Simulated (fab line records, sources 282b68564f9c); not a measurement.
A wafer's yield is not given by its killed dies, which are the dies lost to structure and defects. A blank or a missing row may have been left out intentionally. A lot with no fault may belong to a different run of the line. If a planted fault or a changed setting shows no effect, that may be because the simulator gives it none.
fab line records / flow ritCmos
[record] lots = 14 wafers = 42 lastDay = 7
route steps=202 shown REOX@101 M1@202
lots with no fault: from the same line, run without faults
startH: start of the lot's first displayed wafer, in hours after the record's first day / waitH: hours elapsed since this lot's preceding step / " the same as in the row above / L1.1+2: a row that stands for several wafers / - either no value or no given start / * or withheld: withheld / < > ~ a bound
route shown NAME@n: names a module that has steps shown in the file, with the first one's number in the route / usual: mean/standard deviation of fault-free wafers / same: alike in all rows / chamber/n: place in a boat / sites: each site's reading / _std_site: standard deviation of those values / _edge_site: inner sites' mean taken away from outer sites' mean / radiusMm: how far each site lies from the wafer's centre / mask NAME#n: copy n / behind: tool/chamber where the wafer was last shaped / hold: what put the lot on hold/how long, in hours/how the hold closed / device: whichever transistor did not switch (one of n, p or np) / end of line: the tests these same wafers got at the end of their route / where a step has no rows: the recipe by itself / killed: the dies lost at the first sort to structure and to defects; this is not the yield of the wafer / map: a wafer's dies, marking killed ones x, the rest . and places with no die _
set.NAME: setting as actually run; set.NAME@STEP: the setting as run at that earlier step / model.NAME: the simulator's own value behind a step, which no gauge read
a sample of lots followed through the steps of the route, with each step as a table and each wafer as a row
services: the hour from which a tool's chamber was out of use, counted from the record's first day as startH (under 0 if before that day), plus the number of hours and why
[[steps]]
[step RIT_REOX_OXIDATION_03]
[recipe] tempC = 900 ambient = O2 targetThkA = 252 oxTimeS = 5580
[usual] spikeTcCentreC = 903.9/1.6 spikeTcLoadC = 924.6/2.6 spikeTcSourceC = 925.0/1.1 tubeCenterTempC = 900.01/0.082 tube_center_temp_C_max = 902.3/0.41
lot.wafer=L821.4 tool=furnace-04 chamber=0 startH=38.65 waitH=0.0 spikeTcCentreC=902.3 spikeTcLoadC=922.0 spikeTcSourceC=926.4 tubeCenterTempC=900.01 tube_center_temp_C_max=902.3
lot.wafer=L821.5 tool=furnace-04 chamber=0 startH=38.65 waitH=0.0 spikeTcCentreC=904.3 spikeTcLoadC=921.2 spikeTcSourceC=927.6 tubeCenterTempC=899.97 tube_center_temp_C_max=902.5
lot.wafer=L821.6 tool=furnace-04 chamber=0 startH=38.65 waitH=0.0 spikeTcCentreC=903.4 spikeTcLoadC=922.1 spikeTcSourceC=926.4 tubeCenterTempC=900.02 tube_center_temp_C_max=902.3
lot.wafer=L822.3 tool=furnace-02 chamber=0 startH=45.26 waitH=0.0 spikeTcCentreC=901.4 spikeTcLoadC=928.6 spikeTcSourceC=924.7 tubeCenterTempC=899.88 tube_center_temp_C_max=901.7
lot.wafer=L822.5 tool=furnace-02 chamber=0 startH=45.26 waitH=0.0 spikeTcCentreC=902.4 spikeTcLoadC=928.4 spikeTcSourceC=925.4 tubeCenterTempC=900.11 tube_center_temp_C_max=902.0
lot.wafer=L822.6 tool=furnace-02 chamber=0 startH=45.26 waitH=0.0 spikeTcCentreC=901.4 spikeTcLoadC=928.2 spikeTcSourceC=925.6 tubeCenterTempC=900.13 tube_center_temp_C_max=902.7
lot.wafer=L823.2 tool=furnace-03 chamber=0 startH=48.63 waitH=0.2 spikeTcCentreC=904.4 spikeTcLoadC=924.4 spikeTcSourceC=926.1 tubeCenterTempC=900.03 tube_center_temp_C_max=902.0
lot.wafer=L823.4 tool=furnace-03 chamber=0 startH=48.63 waitH=0.2 spikeTcCentreC=904.8 spikeTcLoadC=923.8 spikeTcSourceC=924.6 tubeCenterTempC=900 tube_center_temp_C_max=902.3
lot.wafer=L823.5 tool=furnace-03 chamber=0 startH=48.63 waitH=0.2 spikeTcCentreC=904.5 spikeTcLoadC=924.3 spikeTcSourceC=925.9 tubeCenterTempC=900.01 tube_center_temp_C_max=902.2
lot.wafer=L824.1 tool=furnace-03 chamber=0 startH=52.81 waitH=0.0 spikeTcCentreC=904.7 spikeTcLoadC=924.2 spikeTcSourceC=924.9 tubeCenterTempC=899.99 tube_center_temp_C_max=902.1
lot.wafer=L824.2 tool=furnace-03 chamber=0 startH=52.81 waitH=0.0 spikeTcCentreC=906.4 spikeTcLoadC=923.4 spikeTcSourceC=923.5 tubeCenterTempC=900.12 tube_center_temp_C_max=902.3
lot.wafer=L824.6 tool=furnace-03 chamber=0 startH=52.81 waitH=0.0 spikeTcCentreC=905.2 spikeTcLoadC=922.3 spikeTcSourceC=925.9 tubeCenterTempC=900.08 tube_center_temp_C_max=902.0
lot.wafer=L825.2 tool=furnace-02 chamber=0 startH=58.14 waitH=0.0 spikeTcCentreC=902.1 spikeTcLoadC=927.4 spikeTcSourceC=925.4 tubeCenterTempC=899.95 tube_center_temp_C_max=902.2
lot.wafer=L825.3 tool=furnace-02 chamber=0 startH=58.14 waitH=0.0 spikeTcCentreC=902.8 spikeTcLoadC=929.8 spikeTcSourceC=924.0 tubeCenterTempC=900.14 tube_center_temp_C_max=902.0
lot.wafer=L825.6 tool=furnace-02 chamber=0 startH=58.14 waitH=0.0 spikeTcCentreC=903.5 spikeTcLoadC=928.3 spikeTcSourceC=924.4 tubeCenterTempC=899.97 tube_center_temp_C_max=901.7
lot.wafer=L829.1 tool=furnace-02 chamber=0 startH=79.28 waitH=0.0 spikeTcCentreC=902.1 spikeTcLoadC=926.1 spikeTcSourceC=924.5 tubeCenterTempC=900.15 tube_center_temp_C_max=902.4
lot.wafer=L829.2 tool=furnace-02 chamber=0 startH=79.28 waitH=0.0 spikeTcCentreC=902.1 spikeTcLoadC=927.3 spikeTcSourceC=925.5 tubeCenterTempC=899.92 tube_center_temp_C_max=901.8
lot.wafer=L829.4 tool=furnace-02 chamber=0 startH=79.28 waitH=0.0 spikeTcCentreC=903.0 spikeTcLoadC=927.9 spikeTcSourceC=923.7 tubeCenterTempC=900.06 tube_center_temp_C_max=902.4
lot.wafer=L830.2 tool=furnace-04 chamber=0 startH=83.55 waitH=0.1 spikeTcCentreC=905.0 spikeTcLoadC=922.4 spikeTcSourceC=925.5 tubeCenterTempC=900.13 tube_center_temp_C_max=903.3
lot.wafer=L830.3 tool=furnace-04 chamber=0 startH=83.55 waitH=0.1 spikeTcCentreC=904.4 spikeTcLoadC=922.2 spikeTcSourceC=926.3 tubeCenterTempC=900.06 tube_center_temp_C_max=902.5
lot.wafer=L830.5 tool=furnace-04 chamber=0 startH=83.55 waitH=0.1 spikeTcCentreC=903.3 spikeTcLoadC=921.9 spikeTcSourceC=924.1 tubeCenterTempC=899.86 tube_center_temp_C_max=902.2
lot.wafer=L833.2 tool=furnace-02 chamber=0 startH=98.07 waitH=0.0 spikeTcCentreC=923.0 spikeTcLoadC=950.2 spikeTcSourceC=943.4 tubeCenterTempC=920 tube_center_temp_C_max=922.5
lot.wafer=L833.3 tool=furnace-02 chamber=0 startH=98.07 waitH=0.0 spikeTcCentreC=923.5 spikeTcLoadC=946.4 spikeTcSourceC=945.3 tubeCenterTempC=920.18 tube_center_temp_C_max=923.0
lot.wafer=L833.6 tool=furnace-02 chamber=0 startH=98.07 waitH=0.0 spikeTcCentreC=921.8 spikeTcLoadC=948.9 spikeTcSourceC=946.1 tubeCenterTempC=919.89 tube_center_temp_C_max=922.7
lot.wafer=L834.1 tool=furnace-02 chamber=0 startH=103.48 waitH=0.1 spikeTcCentreC=921.9 spikeTcLoadC=949.1 spikeTcSourceC=945.4 tubeCenterTempC=919.94 tube_center_temp_C_max=922.1
lot.wafer=L834.4 tool=furnace-02 chamber=0 startH=103.48 waitH=0.1 spikeTcCentreC=921.8 spikeTcLoadC=946.6 spikeTcSourceC=947.6 tubeCenterTempC=919.95 tube_center_temp_C_max=922.1
lot.wafer=L834.6 tool=furnace-02 chamber=0 startH=103.48 waitH=0.1 spikeTcCentreC=922.8 spikeTcLoadC=946.8 spikeTcSourceC=946.2 tubeCenterTempC=919.94 tube_center_temp_C_max=922.4
lot.wafer=L838.1 tool=furnace-04 chamber=0 startH=123.37 waitH=0.8 spikeTcCentreC=905.0 spikeTcLoadC=923.0 spikeTcSourceC=925.2 tubeCenterTempC=899.93 tube_center_temp_C_max=902.1
lot.wafer=L838.3 tool=furnace-04 chamber=0 startH=123.37 waitH=0.8 spikeTcCentreC=904.1 spikeTcLoadC=921.3 spikeTcSourceC=926.0 tubeCenterTempC=899.9 tube_center_temp_C_max=901.5
lot.wafer=L838.4 tool=furnace-04 chamber=0 startH=123.37 waitH=0.8 spikeTcCentreC=907.2 spikeTcLoadC=922.6 spikeTcSourceC=927.6 tubeCenterTempC=899.96 tube_center_temp_C_max=901.9
lot.wafer=L839.2 tool=furnace-03 chamber=0 startH=133.97 waitH=0.0 spikeTcCentreC=904.4 spikeTcLoadC=923.0 spikeTcSourceC=925.6 tubeCenterTempC=900.05 tube_center_temp_C_max=902.3
lot.wafer=L839.4 tool=furnace-03 chamber=0 startH=133.97 waitH=0.0 spikeTcCentreC=905.7 spikeTcLoadC=924.0 spikeTcSourceC=924.4 tubeCenterTempC=900.14 tube_center_temp_C_max=903.0
lot.wafer=L839.6 tool=furnace-03 chamber=0 startH=133.97 waitH=0.0 spikeTcCentreC=905.0 spikeTcLoadC=923.4 spikeTcSourceC=923.2 tubeCenterTempC=899.82 tube_center_temp_C_max=903.4
lot.wafer=L841.2 tool=furnace-03 chamber=0 startH=142.14 waitH=0.0 spikeTcCentreC=905.8 spikeTcLoadC=924.3 spikeTcSourceC=922.2 tubeCenterTempC=899.93 tube_center_temp_C_max=902.7
lot.wafer=L841.4 tool=furnace-03 chamber=0 startH=142.14 waitH=0.0 spikeTcCentreC=906.4 spikeTcLoadC=923.3 spikeTcSourceC=923.9 tubeCenterTempC=900.25 tube_center_temp_C_max=902.2
lot.wafer=L841.5 tool=furnace-03 chamber=0 startH=142.14 waitH=0.0 spikeTcCentreC=905.9 spikeTcLoadC=923.1 spikeTcSourceC=927.4 tubeCenterTempC=900.03 tube_center_temp_C_max=903.1
lot.wafer=L842.1 tool=furnace-04 chamber=0 startH=145.96 waitH=0.0 spikeTcCentreC=903.5 spikeTcLoadC=922.5 spikeTcSourceC=925.4 tubeCenterTempC=900.01 tube_center_temp_C_max=902.5
lot.wafer=L842.4 tool=furnace-04 chamber=0 startH=145.96 waitH=0.0 spikeTcCentreC=903.6 spikeTcLoadC=921.0 spikeTcSourceC=925.1 tubeCenterTempC=900.01 tube_center_temp_C_max=902.3
lot.wafer=L842.6 tool=furnace-04 chamber=0 startH=145.96 waitH=0.0 spikeTcCentreC=905.0 spikeTcLoadC=923.1 spikeTcSourceC=926.3 tubeCenterTempC=899.97 tube_center_temp_C_max=902.1
lot.wafer=L844.4 tool=furnace-04 chamber=0 startH=153.71 waitH=0.0 spikeTcCentreC=902.0 spikeTcLoadC=922.8 spikeTcSourceC=925.1 tubeCenterTempC=900.13 tube_center_temp_C_max=902.1
lot.wafer=L844.5 tool=furnace-04 chamber=0 startH=153.71 waitH=0.0 spikeTcCentreC=904.0 spikeTcLoadC=921.2 spikeTcSourceC=925.6 tubeCenterTempC=900 tube_center_temp_C_max=903.0
lot.wafer=L844.6 tool=furnace-04 chamber=0 startH=153.71 waitH=0.0 spikeTcCentreC=904.2 spikeTcLoadC=924.4 spikeTcSourceC=925.7 tubeCenterTempC=899.97 tube_center_temp_C_max=902.1
[step RIT_REOX_THK_MEAS_04]
[recipe] reads = SiO2_of_REOX_OXIDATION_03
[usual] REOX_OXIDE_THK = 25.4/0.54
lot.wafer=L821.4 tool=filmMetro-02 chamber=- startH=41.23 waitH=0.0 REOX_OXIDE_THK[nm]=24.9
lot.wafer=L821.5 tool=filmMetro-02 chamber=- startH=41.23 waitH=0.0 REOX_OXIDE_THK[nm]=25.3
lot.wafer=L821.6 tool=filmMetro-02 chamber=- startH=41.23 waitH=0.0 REOX_OXIDE_THK[nm]=25.0
lot.wafer=L822.3 tool=filmMetro-02 chamber=- startH=47.83 waitH=0.0 REOX_OXIDE_THK[nm]=25.6
lot.wafer=L822.5 tool=filmMetro-02 chamber=- startH=47.83 waitH=0.0 REOX_OXIDE_THK[nm]=25.7
lot.wafer=L822.6 tool=filmMetro-02 chamber=- startH=47.83 waitH=0.0 REOX_OXIDE_THK[nm]=25.6
lot.wafer=L823.2 tool=filmMetro-02 chamber=- startH=51.19 waitH=0.0 REOX_OXIDE_THK[nm]=25.1
lot.wafer=L823.4 tool=filmMetro-02 chamber=- startH=51.19 waitH=0.0 REOX_OXIDE_THK[nm]=25.1
lot.wafer=L823.5 tool=filmMetro-02 chamber=- startH=51.19 waitH=0.0 REOX_OXIDE_THK[nm]=24.9
lot.wafer=L824.1 tool=filmMetro-02 chamber=- startH=55.36 waitH=0.0 REOX_OXIDE_THK[nm]=24.9
lot.wafer=L824.2 tool=filmMetro-02 chamber=- startH=55.36 waitH=0.0 REOX_OXIDE_THK[nm]=24.8
lot.wafer=L824.6 tool=filmMetro-02 chamber=- startH=55.36 waitH=0.0 REOX_OXIDE_THK[nm]=24.8
lot.wafer=L825.2 tool=filmMetro-02 chamber=- startH=60.70 waitH=0.0 REOX_OXIDE_THK[nm]=24.7
lot.wafer=L825.3 tool=filmMetro-02 chamber=- startH=60.70 waitH=0.0 REOX_OXIDE_THK[nm]=25.1
lot.wafer=L825.6 tool=filmMetro-02 chamber=- startH=60.70 waitH=0.0 REOX_OXIDE_THK[nm]=25.0
lot.wafer=L829.1 tool=filmMetro-02 chamber=- startH=81.83 waitH=0.0 REOX_OXIDE_THK[nm]=25.9
lot.wafer=L829.2 tool=filmMetro-02 chamber=- startH=81.83 waitH=0.0 REOX_OXIDE_THK[nm]=26.0
lot.wafer=L829.4 tool=filmMetro-02 chamber=- startH=81.83 waitH=0.0 REOX_OXIDE_THK[nm]=25.8
lot.wafer=L830.2 tool=filmMetro-01 chamber=- startH=86.11 waitH=0.0 REOX_OXIDE_THK[nm]=25.5
lot.wafer=L830.3 tool=filmMetro-01 chamber=- startH=86.11 waitH=0.0 REOX_OXIDE_THK[nm]=25.8
lot.wafer=L830.5 tool=filmMetro-01 chamber=- startH=86.11 waitH=0.0 REOX_OXIDE_THK[nm]=25.6
lot.wafer=L833.2 tool=filmMetro-02 chamber=- startH=100.63 waitH=0.0 REOX_OXIDE_THK[nm]=30.4
lot.wafer=L833.3 tool=filmMetro-02 chamber=- startH=100.63 waitH=0.0 REOX_OXIDE_THK[nm]=30.8
lot.wafer=L833.6 tool=filmMetro-02 chamber=- startH=100.63 waitH=0.0 REOX_OXIDE_THK[nm]=31.1
lot.wafer=L834.1 tool=filmMetro-01 chamber=- startH=106.03 waitH=0.0 REOX_OXIDE_THK[nm]=31.7
lot.wafer=L834.4 tool=filmMetro-01 chamber=- startH=106.03 waitH=0.0 REOX_OXIDE_THK[nm]=31.9
lot.wafer=L834.6 tool=filmMetro-01 chamber=- startH=106.03 waitH=0.0 REOX_OXIDE_THK[nm]=31.3
lot.wafer=L838.1 tool=filmMetro-01 chamber=- startH=125.92 waitH=0.0 REOX_OXIDE_THK[nm]=25.3
lot.wafer=L838.3 tool=filmMetro-01 chamber=- startH=125.92 waitH=0.0 REOX_OXIDE_THK[nm]=24.8
lot.wafer=L838.4 tool=filmMetro-01 chamber=- startH=125.92 waitH=0.0 REOX_OXIDE_THK[nm]=25.2
lot.wafer=L839.2 tool=filmMetro-01 chamber=- startH=136.53 waitH=0.0 REOX_OXIDE_THK[nm]=25.8
lot.wafer=L839.4 tool=filmMetro-01 chamber=- startH=136.53 waitH=0.0 REOX_OXIDE_THK[nm]=25.7
lot.wafer=L839.6 tool=filmMetro-01 chamber=- startH=136.53 waitH=0.0 REOX_OXIDE_THK[nm]=25.6
lot.wafer=L841.2 tool=filmMetro-02 chamber=- startH=144.70 waitH=0.0 REOX_OXIDE_THK[nm]=25.3
lot.wafer=L841.4 tool=filmMetro-02 chamber=- startH=144.70 waitH=0.0 REOX_OXIDE_THK[nm]=24.7
lot.wafer=L841.5 tool=filmMetro-02 chamber=- startH=144.70 waitH=0.0 REOX_OXIDE_THK[nm]=25.1
lot.wafer=L842.1 tool=filmMetro-04 chamber=- startH=148.51 waitH=0.0 REOX_OXIDE_THK[nm]=25.5
lot.wafer=L842.4 tool=filmMetro-04 chamber=- startH=148.51 waitH=0.0 REOX_OXIDE_THK[nm]=25.5
lot.wafer=L842.6 tool=filmMetro-04 chamber=- startH=148.51 waitH=0.0 REOX_OXIDE_THK[nm]=25.5
lot.wafer=L844.4 tool=filmMetro-01 chamber=- startH=156.29 waitH=0.0 REOX_OXIDE_THK[nm]=25.3
lot.wafer=L844.5 tool=filmMetro-01 chamber=- startH=156.29 waitH=0.0 REOX_OXIDE_THK[nm]=25.0
lot.wafer=L844.6 tool=filmMetro-01 chamber=- startH=156.29 waitH=0.0 REOX_OXIDE_THK[nm]=25.2
[step RIT_M1_PROBE_99]
[usual] killed_at_M0_to_M3 = 0.0/0.083 killedAtContacts = 0.1/0.25 killedAtFrontEnd = 7.1/2.9 killedDies = 7.2/2.9 killedOpen = 3.6/1.9 killedShort = 3.5/1.9
[same] grossDies = 264 killed_at_M4_up = 0 killedAtBackSide = 0 killedAtOther = 0
lot.wafer=L834.1 tool=prober-02 chamber=- startH=125.62 waitH=0.1 killed_at_M0_to_M3=0 killedAtContacts=0 killedAtFrontEnd=8 killedDies=8 killedOpen=5 killedShort=3
lot.wafer=L834.4 tool=prober-02 chamber=- startH=125.77 waitH=0.2 killed_at_M0_to_M3=0 killedAtContacts=0 killedAtFrontEnd=12 killedDies=12 killedOpen=7 killedShort=5
lot.wafer=L834.6 tool=prober-02 chamber=- startH=125.87 waitH=0.2 killed_at_M0_to_M3=0 killedAtContacts=0 killedAtFrontEnd=4 killedDies=4 killedOpen=2 killedShort=2
// killed by level:class
L834.1 FOX2:geometricParticle:open=2 GATE:geometricParticle:short=2 GATE:geometricParticle:open=1 REOX:geometricParticle:open=1 SPACER:geometricParticle:open=1 SILICIDE:geometricParticle:short=1
L834.4 SILICIDE:geometricParticle:short=3 GATE:geometricParticle:short=2 GATE:geometricParticle:open=2 SPACER:geometricParticle:open=2 SILICIDE:geometricParticle:open=2 FOX1:geometricParticle:open=1
L834.6 FOX1:geometricParticle:open=2 GATE:geometricParticle:short=1 SILICIDE:geometricParticle:short=1
[[services]]
tool=furnace-04 chamber=- startH=90.36 hours=3.3 kind=pm
tool=furnace-04 chamber=- startH=96.85 hours=3.9 kind=pm
tool=furnace-03 chamber=- startH=104.38 hours=3.2 kind=pm
tool=furnace-04 chamber=- startH=105.09 hours=10.7 kind=pm
tool=furnace-03 chamber=- startH=120.12 hours=9.4 kind=repair
[[key]]
[firstSign] step = RIT_REOX_OXIDATION_03 reading = tubeCenterTempC direction = up sigmas = 99+ usual = * struck = *
[effect] step = RIT_REOX_OXIDATION_03 reading = tube_center_temp_C_max direction = up sigmas = 50 usual = * struck = *
[effect] step = RIT_REOX_THK_MEAS_04 reading = REOX_OXIDE_THK direction = up sigmas = 11 usual = 25.4 struck = 31.2
metAt RIT_REOX_OXIDATION_03
struckLots L833,L834
testerLeftOut L833,L834
onsetBetween 79.28 98.07
[fault] kind = processParameterDrift tool = furnace-02 chamber = - onsetH = 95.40 steps = RIT_REOX_OXIDATION_03 channel = tempC offset = * shape = step endH = 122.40 actsIn = * stated = *
// testerLeftOut: of these lots the tester's yield and bins aren't shown, on N5 and GAA mostly nor the transistor test; their killed dies are dies lost to structure and defects alone, not to doping, threshold or leakage, so they don't give the yield
